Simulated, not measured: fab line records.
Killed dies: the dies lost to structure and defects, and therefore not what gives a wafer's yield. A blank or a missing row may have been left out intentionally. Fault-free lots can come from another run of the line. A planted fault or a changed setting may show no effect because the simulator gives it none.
A struck lot beside a sound one :: flow berkeley_cmos170 :: 25 steps out of a route of 331
Sound: the wafers L683.1, L683.2, L683.4. Wafers struck: L693.2, L693.4, L693.6. The cause is named last.
Order at every step that has rows: each side's tool, ch and its chambers, its first start. Under that, the readings that differ: sound wafers :: struck wafers :: difference of the means :: sigmas: that difference in standard deviations of wafers without a fault.
alike: words and numbers the same on both sides, and readings whose means are apart by under 2 such deviations; not compared: readings that were withheld, readings missing a value for some wafer, numbers with overlapping values and no deviation given by the record, and bounds like >300 which may hide the same value.
The two part at a step that has a row with sigmas, a row that says differs or no value, or rows on one side only. Non-overlapping numbers with no deviation appear without sigmas and do not part them. A reading missing from all wafers of one side parts the sides only when that side holds two or more wafers.

first, 4 steps without rows for these wafers: UCB170_PWELL_WET_ETCH_19 (etches Si3N4 in H3PO4, time 14400 s); UCB170_PWELL_WET_ETCH_20 (etches SiO2 in BOE, time 22 s); UCB170_WELLDRIVE_CLEAN_00 (cleans in SPM, time 600 s); UCB170_WELLDRIVE_OXIDATION_01 (target thk 199 nm, ox time 9000 s).
UCB170_WELLDRIVE_THK_MEAS_02:
  sound on film_metro-04 at day 6 18:57; struck on film_metro-04 at day 7 16:16
  alike: WELLDRIVE_OXIDE_THK
then, 5 steps without rows for these wafers: UCB170_WELLDRIVE_ANNEAL_03 (time 900 s); UCB170_WELLDRIVE_WET_ETCH_04 (etches SiO2 in BOE, time 120 s); UCB170_ACTIVE_CLEAN_00 (cleans in SPM, time 600 s); UCB170_ACTIVE_CLEAN_01 (cleans in dHF, time 60 s); UCB170_ACTIVE_OXIDATION_02 (target thk 26.4 nm, ox time 1260 s).
UCB170_ACTIVE_THK_MEAS_03:
  sound on film_metro-02 at day 7 09:58; struck on film_metro-01 at day 8 04:21
  alike: ACTIVE_OXIDE_THK
then, 1 step without rows for these wafers: UCB170_ACTIVE_ANNEAL_04 (time 900 s).
UCB170_ACTIVE_CVD_05: deposits Si3N4 from SiH2Cl2/NH3, target thk 220 nm, time 3300 s.
  sound on lpcvd-02 ch 0, day 7 14:09; struck on lpcvd-02 ch 0, day 8 13:11
UCB170_ACTIVE_THK_MEAS_06:
  sound on film_metro-03 at day 7 16:04; struck on film_metro-03 at day 8 15:09
reading: ACTIVE_NITRIDE_THK (nm)
sound: 219.0 220.6 217.9
struck: 445.8 442.7 445.4
difference: +225.5
sigmas: +99 or more
then, 6 steps without rows for these wafers: UCB170_ACTIVE_HMDS_07 (prime time 60 s); UCB170_ACTIVE_COAT_08 (resist thk 900 nm); UCB170_ACTIVE_SOFTBAKE_09 (time 60 s); UCB170_ACTIVE_EXPOSE_10 (exposes mask ACTIVE, target cd 1200 nm); UCB170_ACTIVE_PEB_11; UCB170_ACTIVE_DEVELOP_12 (develop time 45 s).
UCB170_ACTIVE_CD_MEAS_13 targets a cd of 1200 nm.
  sound on cd_sem-01 at day 7 17:33; struck on cd_sem-02 at day 8 16:34
  alike: cd_nm
UCB170_ACTIVE_OVL_MEAS_14:
  sound on overlay-01 at day 7 17:40; struck on overlay-01 at day 8 16:40
  alike: ACTIVE_OVL
UCB170_ACTIVE_ETCH_15: etches Si3N4 in CH3F/Ar/O2, stops on SiO2, target depth 242 nm, time 151 s.
  sound on rie_diel-03 ch 0,1,3, day 7 17:43; struck on rie_diel-03 ch 0,2, day 8 16:42
reading: oes_product_au (a.u.)
sound: 0.939 0.952 0.934
struck: 1.011 1.003 1.015
difference: +0.068
sigmas: +4

reading: model.etch.depth_nm (nm)
sound: 218.9 220.5 218
struck: 247 240.6 240.7
difference: +24
sigmas: 
  alike: drypump_motor_current_A, throttle_valve_pct
  not compared: rf_hours_counter_h
UCB170_ACTIVE_STRIP_16: strips in O2.
  sound on plasma_asher-01 ch 0,1, day 7 17:49; struck on plasma_asher-03 ch 0,1, day 8 16:48
  alike: drypump_motor_current_A, oes_product_au, strip_time_to_endpoint_s
  not compared: rf_hours_counter_h
-- the record jumps here: 5 days lie between the struck wafers' starts before and after (it left off in module ACTIVE and takes up again in module M3, whose first step shown is number 331 of the route) --
UCB170_M3_PROBE_99:
  record: rows for the struck wafers here (prober-01, day 13 09:50), none for the sound ones

## WHERE THEY PART
Earliest at UCB170_ACTIVE_THK_MEAS_06; latest, in this record, at UCB170_M3_PROBE_99.

WHY: whatever the simulator had introduced
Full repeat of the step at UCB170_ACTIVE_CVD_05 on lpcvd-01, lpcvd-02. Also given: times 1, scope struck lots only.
